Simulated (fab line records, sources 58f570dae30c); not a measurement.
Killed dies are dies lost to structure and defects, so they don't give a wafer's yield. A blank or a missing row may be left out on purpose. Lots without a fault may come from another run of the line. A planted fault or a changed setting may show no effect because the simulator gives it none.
Problem report in the 8D (eight disciplines) form, filled by code | flow berkeley_cmos170 | the parts of the form that need people (team, actions taken, sign-off) are left out

1. THE PROBLEM
run_length_s at UCB170_ACTIVE_ETCH_15 reads a mean of 185.9 s on 2 wafers of 2 lots; wafers without a fault read 179.3 s with a standard deviation of 0.41. That is +16 standard deviations from the usual mean.
The step: etches Si3N4 in CH3F/Ar/O2, stops on SiO2, target depth 242 nm, time 151 s.
First seen on wafer L898.1, day 7 21:01, on rie_diel-02. The record holds 18 wafers of 6 lots with a number at this step. Rule for "out", or "out of limits": more than 4 standard deviations from the usual mean. The other wafers with a number count as sound.

2. WHAT IT IS AND WHAT IT IS NOT
question                    | is               | is not
which readings at this step | run_length_s     | drypump_motor_current_A, throttle_valve_pct
which lots                  | L898, L902       | L885, L892, L904, L907
which wafers of those lots  | L898.1, L902.1   | L898.4, L898.6, L902.2, L902.4
read on which tools         | rie_diel-02      | rie_diel-01
when                        | from day 7 21:01 | up to then (8 sound wafers); but 8 sound wafers of L902, L904, L907 came after

3. SUSPECTS, AND WHAT RULES EACH OUT
Counting: a tool at a process step up to the reading stays a suspect if it ran every lot that is out. Sound lots after the first of them don't rule it out here, since some wafers of a struck lot are sound.
- rie_diel-02 at UCB170_ACTIVE_ETCH_15 (etches Si3N4 in CH3F/Ar/O2, stops on SiO2, target depth 242 nm, time 151 s): kept. It ran every lot that is out, first L898 (day 7 21:01); its last sound lot up to then is L885 (day 4 15:52). Its own readings are out on those wafers: run_length_s.
- Within rie_diel-02 at UCB170_ACTIVE_ETCH_15: the wafers that are out ran in chamber 2; their sound lot-mates ran in chambers 0, 3.
Left after counting: rie_diel-02 at UCB170_ACTIVE_ETCH_15.

4. THE CAUSE (what the simulator had put in)
Process parameter drift: rie_diel-02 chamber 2, from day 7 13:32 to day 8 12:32, at UCB170_ACTIVE_ETCH_15. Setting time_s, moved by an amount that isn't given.
Counting left only this tool.

5. THE CHAIN OF EFFECTS, in route order
Each row: a reading whose mean over the struck wafers that have a number lies more than 3 standard deviations from the usual. Only readings for which the record gives a usual standard deviation are gone through. hours: the time from each lot's start at the first step in this table that gives one to its start at this step, as a median over the lots. sigmas: the change in usual standard deviations.
hours | step                  | reading      | usual   | on struck wafers | change | sigmas
0     | UCB170_ACTIVE_ETCH_15 | run_length_s | 179.3 s | 185.9            | +6.6   | +16
The process steps in it:
- UCB170_ACTIVE_ETCH_15: etches Si3N4 in CH3F/Ar/O2, stops on SiO2, target depth 242 nm, time 151 s.
Later measuring or inspecting steps at which every struck wafer that the step has a row for has a number for every such reading, and none has moved that far: UCB170_ACTIVE_CD_MEAS_90, UCB170_PFIELD_OVL_MEAS_06, UCB170_PFIELD_TW_MEAS_09.

6. WHAT WOULD HAVE CAUGHT IT SOONER
In this record the first reading out of limits was taken at day 7 21:01, 7 hours after the fault began at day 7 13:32.
